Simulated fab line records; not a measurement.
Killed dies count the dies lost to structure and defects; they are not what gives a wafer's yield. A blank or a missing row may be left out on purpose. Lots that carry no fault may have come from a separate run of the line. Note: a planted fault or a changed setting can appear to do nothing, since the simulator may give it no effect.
Chamber matching || flow berkeley cmos170 || UCB170_GATE_ETCH_15 on rie si-02 has 4 sister chambers
The step etches poly-Si in HBr/Cl2, stops on SiO2, time 56.3 s, target depth 278.2 nm. 16 wafers are shown with their chamber, then 8 later ones without.

== WAFERS PAIRED WITH THEIR CHAMBERS ==
{"wafer": "L348.1", "chamber": 3, "throttle valve pct (%)": 26.62, "oes product au (a.u.)": 0.821, "HBr_flow_sccm (sccm)": 149.8}
{"wafer": "L348.4", "chamber": 1, "throttle valve pct (%)": 26.18, "oes product au (a.u.)": 0.804, "HBr_flow_sccm (sccm)": 149.9}
{"wafer": "L348.5", "chamber": 3, "throttle valve pct (%)": 26.63, "oes product au (a.u.)": 0.811, "HBr_flow_sccm (sccm)": 149.6}
{"wafer": "L349.2", "chamber": 2, "throttle valve pct (%)": 26.07, "oes product au (a.u.)": 0.866, "HBr_flow_sccm (sccm)": 150.5}
{"wafer": "L349.4", "chamber": 3, "throttle valve pct (%)": 26.62, "oes product au (a.u.)": 0.821, "HBr_flow_sccm (sccm)": 150.3}
{"wafer": "L349.5", "chamber": 2, "throttle valve pct (%)": 26.07, "oes product au (a.u.)": 0.859, "HBr_flow_sccm (sccm)": 150.2}
{"wafer": "L353.1", "chamber": 3, "throttle valve pct (%)": 26.62, "oes product au (a.u.)": 0.828, "HBr_flow_sccm (sccm)": 150.5}
{"wafer": "L353.4", "chamber": 0, "throttle valve pct (%)": 26.54, "oes product au (a.u.)": 0.841, "HBr_flow_sccm (sccm)": 150.1}
{"wafer": "L353.5", "chamber": 3, "throttle valve pct (%)": 26.62, "oes product au (a.u.)": 0.829, "HBr_flow_sccm (sccm)": 150.3}
{"wafer": "L356.3", "chamber": 2, "throttle valve pct (%)": 26.08, "oes product au (a.u.)": 0.839, "HBr_flow_sccm (sccm)": 150.5}
{"wafer": "L356.4", "chamber": 3, "throttle valve pct (%)": 26.63, "oes product au (a.u.)": 0.823, "HBr_flow_sccm (sccm)": 150.4}
{"wafer": "L356.5", "chamber": 3, "throttle valve pct (%)": 26.62, "oes product au (a.u.)": 0.814, "HBr_flow_sccm (sccm)": 150.0}
{"wafer": "L363.1", "chamber": 2, "throttle valve pct (%)": 26.08, "oes product au (a.u.)": 0.868, "HBr_flow_sccm (sccm)": 149.7}
{"wafer": "L363.2", "chamber": 0, "throttle valve pct (%)": 26.55, "oes product au (a.u.)": 0.853, "HBr_flow_sccm (sccm)": 150.0}
{"wafer": "L363.4", "chamber": 3, "throttle valve pct (%)": 26.62, "oes product au (a.u.)": 0.838, "HBr_flow_sccm (sccm)": 149.6}
{"wafer": "L365.4", "chamber": 2, "throttle valve pct (%)": 26.06, "oes product au (a.u.)": 0.847, "HBr_flow_sccm (sccm)": 149.3}

SIGNATURES, as means of the wafers listed above
{"reading": "throttle valve pct", "chamber 0": 26.5450, "chamber 1": 26.1800, "chamber 2": 26.0720, "chamber 3": 26.6225, "scatter within a chamber": 0.00632}
{"reading": "oes product au", "chamber 0": 0.84700, "chamber 1": 0.80400, "chamber 2": 0.85580, "chamber 3": 0.82312, "scatter within a chamber": 0.0101}
{"reading": "HBr_flow_sccm", "chamber 0": 150.050, "chamber 1": 149.900, "chamber 2": 150.040, "chamber 3": 150.062, "scatter within a chamber": 0.412}
Rule: for a wafer and a chamber, the distance is found by dividing, reading by reading, the gap between the wafer's reading and the chamber's mean by the reading's scatter, squaring, summing and taking the root. If the next closest chamber is less than 2 further off than the closest, the wafer can't be placed; otherwise it belongs to the closest. How the scatter is found: for the shown wafers, subtract from each reading the mean of its chamber, square and add these, divide the total by (wafers less chambers), then take the root.

== WAFERS MISSING THEIR CHAMBER ==
{"wafer": "L365.5", "throttle valve pct (%)": 26.08, "oes product au (a.u.)": 0.851, "HBr_flow_sccm (sccm)": 149.7}
{"wafer": "L365.6", "throttle valve pct (%)": 26.62, "oes product au (a.u.)": 0.811, "HBr_flow_sccm (sccm)": 149.9}
{"wafer": "L369.2", "throttle valve pct (%)": 26.19, "oes product au (a.u.)": 0.797, "HBr_flow_sccm (sccm)": 150.1}
{"wafer": "L369.3", "throttle valve pct (%)": 26.62, "oes product au (a.u.)": 0.824, "HBr_flow_sccm (sccm)": 149.7}
{"wafer": "L369.4", "throttle valve pct (%)": 26.08, "oes product au (a.u.)": 0.841, "HBr_flow_sccm (sccm)": 150.0}
{"wafer": "L368.1", "throttle valve pct (%)": 26.64, "oes product au (a.u.)": 0.824, "HBr_flow_sccm (sccm)": 150.1}
{"wafer": "L368.3", "throttle valve pct (%)": 26.19, "oes product au (a.u.)": 0.805, "HBr_flow_sccm (sccm)": 149.6}
{"wafer": "L368.5", "throttle valve pct (%)": 26.62, "oes product au (a.u.)": 0.828, "HBr_flow_sccm (sccm)": 150.3}

== WHICH CHAMBER EACH WENT THROUGH ==
{"wafer": "L365.5", "from the rows above": 2, "in truth": 2}
{"wafer": "L365.6", "from the rows above": 3, "in truth": 3}
{"wafer": "L369.2", "from the rows above": 1, "in truth": 1}
{"wafer": "L369.3", "from the rows above": 3, "in truth": 3}
{"wafer": "L369.4", "from the rows above": 2, "in truth": 2}
{"wafer": "L368.1", "from the rows above": 3, "in truth": 3}
{"wafer": "L368.3", "from the rows above": 1, "in truth": 1}
{"wafer": "L368.5", "from the rows above": 3, "in truth": 3}
Placed correctly: 8 of 8. From these rows, 0 cannot be placed. Placed wrongly: 0.
